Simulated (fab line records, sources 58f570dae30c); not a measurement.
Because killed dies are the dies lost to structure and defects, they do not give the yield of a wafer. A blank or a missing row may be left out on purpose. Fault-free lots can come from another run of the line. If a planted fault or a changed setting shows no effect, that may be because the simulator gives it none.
A sampling plan put to the test -- flow berkeley cmos170 -- each of the 30 faults these records tell of, on one fab line, judged from the records of the lots it struck
What counts as the plan is the set of the line's own looks, namely the steps on the route at which a gauge or an inspection reads a wafer and does not change it. A look is open to judgement when struck wafers have a number at it and the file gives its usual mean and standard deviation on fault-free wafers. Caught: the struck wafers' mean, at a look after the fault's first step, is 4 or more of those standard deviations (sigma) away from the usual mean. On the tool: here the same test is run on the tool's own readings at the fault's steps. If the struck wafers alone have a blank record, or they carry another recipe, that too counts as caught.

## THE FAULTS, as the simulator had put them in
1. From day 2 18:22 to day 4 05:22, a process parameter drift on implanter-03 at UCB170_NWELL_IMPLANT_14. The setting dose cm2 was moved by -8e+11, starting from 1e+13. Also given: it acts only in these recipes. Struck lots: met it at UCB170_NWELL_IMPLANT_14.
2. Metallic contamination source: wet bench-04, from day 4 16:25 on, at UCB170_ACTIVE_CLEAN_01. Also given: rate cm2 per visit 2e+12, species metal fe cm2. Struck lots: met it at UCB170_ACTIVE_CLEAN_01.
3. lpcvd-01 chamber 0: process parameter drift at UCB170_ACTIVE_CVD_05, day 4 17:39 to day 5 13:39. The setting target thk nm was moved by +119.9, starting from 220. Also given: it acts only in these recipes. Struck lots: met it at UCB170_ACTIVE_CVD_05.
4. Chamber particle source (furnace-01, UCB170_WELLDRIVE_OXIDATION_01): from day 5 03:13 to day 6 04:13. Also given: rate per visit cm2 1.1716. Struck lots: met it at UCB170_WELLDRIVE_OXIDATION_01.
5. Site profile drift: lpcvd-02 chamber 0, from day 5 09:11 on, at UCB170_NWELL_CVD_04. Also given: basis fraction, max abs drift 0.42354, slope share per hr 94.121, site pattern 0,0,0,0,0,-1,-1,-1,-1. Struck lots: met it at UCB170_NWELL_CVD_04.
6. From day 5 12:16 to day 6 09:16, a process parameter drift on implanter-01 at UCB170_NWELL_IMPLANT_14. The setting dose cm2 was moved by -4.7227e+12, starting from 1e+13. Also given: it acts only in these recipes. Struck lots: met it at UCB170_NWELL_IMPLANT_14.
7. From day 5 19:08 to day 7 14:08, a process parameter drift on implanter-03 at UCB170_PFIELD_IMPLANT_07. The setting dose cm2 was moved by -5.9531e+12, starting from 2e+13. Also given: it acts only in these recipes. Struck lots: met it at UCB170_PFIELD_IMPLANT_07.
8. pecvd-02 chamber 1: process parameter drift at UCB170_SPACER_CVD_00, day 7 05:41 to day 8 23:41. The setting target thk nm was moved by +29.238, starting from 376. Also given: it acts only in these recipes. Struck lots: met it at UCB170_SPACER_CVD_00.
9. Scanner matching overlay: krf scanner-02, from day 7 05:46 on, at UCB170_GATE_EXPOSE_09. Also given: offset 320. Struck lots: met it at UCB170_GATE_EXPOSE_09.
10. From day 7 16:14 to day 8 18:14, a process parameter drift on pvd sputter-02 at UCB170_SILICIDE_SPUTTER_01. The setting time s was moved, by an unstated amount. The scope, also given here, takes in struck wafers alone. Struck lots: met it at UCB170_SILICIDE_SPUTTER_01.
11. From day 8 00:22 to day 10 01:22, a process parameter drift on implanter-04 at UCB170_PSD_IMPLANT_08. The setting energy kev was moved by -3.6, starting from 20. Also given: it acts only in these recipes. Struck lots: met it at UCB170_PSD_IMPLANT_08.
12. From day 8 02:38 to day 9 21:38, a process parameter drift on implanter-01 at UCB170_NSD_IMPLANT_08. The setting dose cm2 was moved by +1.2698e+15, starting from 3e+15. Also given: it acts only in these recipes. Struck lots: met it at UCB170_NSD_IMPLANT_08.
13. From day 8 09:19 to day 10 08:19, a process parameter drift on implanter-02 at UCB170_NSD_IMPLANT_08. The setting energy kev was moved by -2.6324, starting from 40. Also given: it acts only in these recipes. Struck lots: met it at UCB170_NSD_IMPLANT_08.
14. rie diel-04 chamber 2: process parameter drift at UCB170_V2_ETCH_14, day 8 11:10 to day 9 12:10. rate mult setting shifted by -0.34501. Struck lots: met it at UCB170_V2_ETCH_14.
15. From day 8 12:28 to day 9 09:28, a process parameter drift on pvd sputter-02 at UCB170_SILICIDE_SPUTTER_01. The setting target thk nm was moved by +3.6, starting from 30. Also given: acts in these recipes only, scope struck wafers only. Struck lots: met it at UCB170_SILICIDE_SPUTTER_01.
16. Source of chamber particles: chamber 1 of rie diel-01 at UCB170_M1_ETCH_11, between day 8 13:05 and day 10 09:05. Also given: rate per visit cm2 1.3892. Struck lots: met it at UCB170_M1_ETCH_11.
17. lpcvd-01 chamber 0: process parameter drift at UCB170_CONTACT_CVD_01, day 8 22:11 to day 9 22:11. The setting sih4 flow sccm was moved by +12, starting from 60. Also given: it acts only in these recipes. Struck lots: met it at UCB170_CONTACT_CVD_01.
18. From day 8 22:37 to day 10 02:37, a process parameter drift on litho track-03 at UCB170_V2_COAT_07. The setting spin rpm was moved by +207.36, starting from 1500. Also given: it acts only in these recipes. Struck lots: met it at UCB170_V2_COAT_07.
19. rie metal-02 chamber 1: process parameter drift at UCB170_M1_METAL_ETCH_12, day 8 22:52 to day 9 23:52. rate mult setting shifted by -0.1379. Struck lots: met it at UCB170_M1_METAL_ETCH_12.
20. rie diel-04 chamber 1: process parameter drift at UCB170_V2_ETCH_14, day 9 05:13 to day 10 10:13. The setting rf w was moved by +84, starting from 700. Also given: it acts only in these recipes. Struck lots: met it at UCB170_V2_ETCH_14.
21. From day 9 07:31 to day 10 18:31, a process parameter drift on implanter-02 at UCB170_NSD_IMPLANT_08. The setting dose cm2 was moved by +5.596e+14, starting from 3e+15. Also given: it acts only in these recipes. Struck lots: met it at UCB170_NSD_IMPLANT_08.
22. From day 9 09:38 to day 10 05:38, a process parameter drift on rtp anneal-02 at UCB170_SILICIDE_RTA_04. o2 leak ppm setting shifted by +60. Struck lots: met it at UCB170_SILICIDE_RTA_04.
23. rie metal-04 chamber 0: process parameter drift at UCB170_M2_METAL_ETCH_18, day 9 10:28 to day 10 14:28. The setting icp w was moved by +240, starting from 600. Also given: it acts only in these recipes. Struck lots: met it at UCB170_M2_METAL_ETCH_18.
24. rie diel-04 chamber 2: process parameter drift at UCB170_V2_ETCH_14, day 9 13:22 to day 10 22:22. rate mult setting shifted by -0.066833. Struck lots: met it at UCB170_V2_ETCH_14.
25. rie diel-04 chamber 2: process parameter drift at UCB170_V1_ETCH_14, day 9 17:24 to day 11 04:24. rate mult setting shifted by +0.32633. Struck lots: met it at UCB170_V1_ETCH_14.
26. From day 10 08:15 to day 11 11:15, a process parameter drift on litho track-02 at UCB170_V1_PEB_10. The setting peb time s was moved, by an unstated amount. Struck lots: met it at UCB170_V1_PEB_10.
27. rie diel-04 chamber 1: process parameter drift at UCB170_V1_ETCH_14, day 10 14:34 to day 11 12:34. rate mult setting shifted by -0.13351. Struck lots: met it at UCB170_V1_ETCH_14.
28. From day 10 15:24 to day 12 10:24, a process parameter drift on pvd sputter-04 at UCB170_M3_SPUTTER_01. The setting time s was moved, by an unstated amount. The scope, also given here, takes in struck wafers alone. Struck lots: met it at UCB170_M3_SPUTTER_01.
29. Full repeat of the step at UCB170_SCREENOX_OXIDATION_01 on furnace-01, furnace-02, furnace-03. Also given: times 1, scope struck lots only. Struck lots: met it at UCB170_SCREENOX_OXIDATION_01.
30. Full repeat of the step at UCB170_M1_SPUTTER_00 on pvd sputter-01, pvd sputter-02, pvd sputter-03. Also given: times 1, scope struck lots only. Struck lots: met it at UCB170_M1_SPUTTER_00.

## WHAT THE PLAN SAW
fault,on the tool itself,first look that catches it,"reading, sigma",median hours from its first step to that look,hours from the fault's start to the first struck lot there,judged looks passed uncaught
1,dose ions cm2 -72 sigma,no look after it can be judged,-,-,-,0
2,no reading that can be judged,none of the 7 looks that can be judged after it,-,-,-,7
3,under 2 sigma,UCB170_ACTIVE_THK_MEAS_06,ACTIVE_NITRIDE_THK +58,1.9,5,0
4,no reading that can be judged,none of the 3 looks that can be judged after it,-,-,-,3
5,no reading that can be judged,UCB170_NWELL_THK_MEAS_05,NWELL_NITRIDE_THK -19,1.9,18,0
6,dose ions cm2 -99 or beyond sigma,UCB170_NWELL_TW_MEAS_16,NWELL_TW -12,0.2,2,0
7,dose ions cm2 -99 or beyond sigma,UCB170_PFIELD_TW_MEAS_09,PFIELD_TW -6.5,0.2,10,0
8,under 2 sigma,UCB170_SPACER_THK_MEAS_01,SPACER_TEOS_THK +4.3,0.1,6,0
9,no reading that can be judged,UCB170_GATE_OVL_MEAS_13,GATE_OVL +58,0.5,12,0
10,under 2 sigma,UCB170_SILICIDE_RS_MEAS_02,SILICIDE_TI_RS +16,0.1,6,0
11,beam energy keV -99 or beyond sigma,UCB170_SDANNEAL_RS_MEAS_02,PSD_RS +6.9,4.7,10,2
12,dose ions cm2 +99 or beyond sigma,UCB170_SDANNEAL_RS_MEAS_03,NSD_RS -52,2.8,11,0
13,beam energy keV -99 or beyond sigma,UCB170_SDANNEAL_RS_MEAS_03,NSD_RS +9.6,2.6,4,0
14,oes product au -10 sigma,not the one look that can be judged after it,"strongest: cd nm at UCB170_V2_CD_MEAS_90, -2.7",-,-,1
15,under 2 sigma,UCB170_SILICIDE_RS_MEAS_02,SILICIDE_TI_RS -8.4,0.1,1,0
16,under 2 sigma,none of the 2 looks that can be judged after it,-,-,-,2
17,sih4 flow sccm +74 sigma,UCB170_CONTACT_THK_MEAS_02,CONTACT_PSG_THK +6.8,1.8,8,0
18,spin speed rpm +99 or beyond sigma,not the one look that can be judged after it,-,-,-,1
19,under 2 sigma,no look after it can be judged,-,-,-,0
20,rf fwd power W +40 sigma,not the one look that can be judged after it,-,-,-,1
21,dose ions cm2 +99 or beyond sigma,UCB170_SDANNEAL_RS_MEAS_03,NSD_RS -30,2.4,7,0
22,chamber o2 ppm +99 or beyond sigma,no look after it can be judged,-,-,-,0
23,rf fwd power W +99 or beyond sigma,UCB170_M2_CD_MEAS_90,cd nm -7.1,0.3,2,0
24,under 2 sigma,no look after it can be judged,-,-,-,0
25,under 2 sigma,not the one look that can be judged after it,"strongest: cd nm at UCB170_V1_CD_MEAS_90, +2.5",-,-,1
26,heater power total W +26 sigma,not the one look that can be judged after it,"strongest: cd nm at UCB170_V1_CD_MEAS_12, -2.5",-,-,1
27,under 2 sigma,no look after it can be judged,-,-,-,0
28,under 2 sigma,UCB170_M3_RS_MEAS_02,M3_AL_RS -13,0.1,6,0
29,under 2 sigma,UCB170_SCREENOX_THK_MEAS_02,SCREENOX_OXIDE_THK +25,4.7,-,0
30,under 2 sigma,UCB170_M1_RS_MEAS_01,M1_AL_RS -55,0.3,-,0
Dash: fault not caught, or number not given in these records.

Caught at a look: 17 of 30. Caught on the tool: 14 of 30. By one or the other: 23 of 30.
Caught on the tool alone: faults 1, 14, 18, 20, 22, 26.
Caught at a look alone: faults 3, 5, 8, 9, 10, 15, 28, 29, 30.
Caught by neither: faults 2, 4, 16, 19, 24, 25, 27.

## THINNER SAMPLING
In the worst case, this is how late the first struck lot would be measured if the look that catches a fault measured only every second or every third lot, by lot number:
fault,"struck lots at that look, in order of time",every lot,every second lot,every third lot
3,L874,5 h,may miss it,may miss it
5,"L338, L337, L341",18 h,18 h,may miss all 3
6,"L111, L112",2 h,10 h,may miss all 2
7,"L347, L348",10 h,22 h,may miss all 2
8,"L732, L737",6 h,38 h,may miss all 2
9,"L805, L807, L806, L810",12 h,17 h,17 h
10,"L436, L438",6 h,may miss all 2,may miss all 2
11,"L203, L206",10 h,13 h,may miss all 2
12,"L704, L705",11 h,25 h,may miss all 2
13,"L119, L123",4 h,may miss all 2,may miss all 2
15,L319,1 h,may miss it,may miss it
17,"L796, L797",8 h,19 h,may miss all 2
21,"L116, L117",7 h,16 h,may miss all 2
23,"L510, L515",2 h,20 h,may miss all 2
28,"L305, L310",6 h,25 h,may miss all 2
Hours count from the start of the fault until the first struck lot that is measured. Since the struck wafers were tested as one group against 4 sigma, a single lot by itself may lie under the limit. Other struck lots may not be in these records.

## THE LONGEST TIMED WAY FROM STEP TO LOOK
Fault 29: the median time between UCB170_SCREENOX_OXIDATION_01 and UCB170_SCREENOX_THK_MEAS_02 is 4.7 hours. No look between them can be judged.
